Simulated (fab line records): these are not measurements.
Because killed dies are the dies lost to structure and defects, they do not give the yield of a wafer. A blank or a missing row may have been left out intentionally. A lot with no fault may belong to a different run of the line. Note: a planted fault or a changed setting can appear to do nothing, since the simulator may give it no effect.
Comparing a struck lot with a sound one + flow rit_cmos + 14 steps out of a route of 202
Sound: wafers L905.2, L905.5, L905.6. Wafers L911.3, L911.4, L911.5 were the ones struck. The cause comes at the end.
For every step that has rows: the tool of each side, followed by ch and its chambers, followed by its first start. Under that, the readings that differ: sound wafers + struck wafers + difference of the means + sigmas: that difference in standard deviations of wafers without a fault.
alike: a reading whose means differ by less than 2 such deviations, as well as words and numbers matching on both sides. not compared: withheld readings; readings where some wafer has no value; bounds like >300 that might hide an equal value; numbers whose values overlap and for which the record gives no deviation.
Wherever a step has rows on one side only, a row that says differs or no value, or a row with sigmas, the two part there. When numbers do not overlap yet have no deviation, they are printed without sigmas and do not part them. A reading missing from all wafers of one side parts the sides only when that side holds two or more wafers.

first, 2 steps without rows for these wafers: RIT_NWELL_PEB_04; RIT_NWELL_DEVELOP_05 (develop time 68 s).
RIT_NWELL_OVL_MEAS_06:
  sound on overlay-01, day 3 10:30; struck on overlay-01, day 4 14:25
  alike: NWELL_OVL
then, 2 steps without rows for these wafers: RIT_NWELL_HARDBAKE_07 (time 120 s); RIT_NWELL_IMPLANT_08.
RIT_NWELL_STRIP_09: strips in O2, time 180 s.
  sound on plasma_asher-04 ch 0,1, day 3 10:56; struck on plasma_asher-03 ch 0,1, day 4 14:53
  alike: drypump_motor_current_A
  not compared: rf_hours_counter_h
RIT_NWELL_TW_MEAS_10:
  sound on film_metro-04, day 3 11:07; struck on film_metro-03, day 4 15:02
  alike: NWELL_TW
then, 5 steps without rows for these wafers: RIT_PWELL_HMDS_00 (prime time 60 s); RIT_PWELL_COAT_01 (resist thk 1300 nm); RIT_PWELL_SOFTBAKE_02 (time 60 s); RIT_PWELL_EXPOSE_03 (exposes mask M3, target cd 43700 nm); RIT_PWELL_PEB_04.
RIT_PWELL_DEVELOP_05: develop time 68 s.
  sound on litho_track-04 ch 0, day 3 12:00; struck on litho_track-04, day 4 15:00
  no value came back on the struck wafers for chill_plate_temp_C (C), develop_time_s (s); on the sound wafers chill_plate_temp_C (C) reads 23.01 23.08 23.11
RIT_PWELL_OVL_MEAS_06:
  sound on overlay-02, day 3 12:10; struck on overlay-01, day 4 15:58
| reading        | sound          | struck | difference                    | sigmas |
|----------------|----------------|--------|-------------------------------|--------|
| PWELL_OVL (nm) | -2.3 -0.4 -1.9 | - - -  | no value on the struck wafers |        |

WHERE THEY PART
Earliest at RIT_PWELL_DEVELOP_05; latest, in this record, at RIT_PWELL_OVL_MEAS_06.

WHY: whatever the simulator had introduced
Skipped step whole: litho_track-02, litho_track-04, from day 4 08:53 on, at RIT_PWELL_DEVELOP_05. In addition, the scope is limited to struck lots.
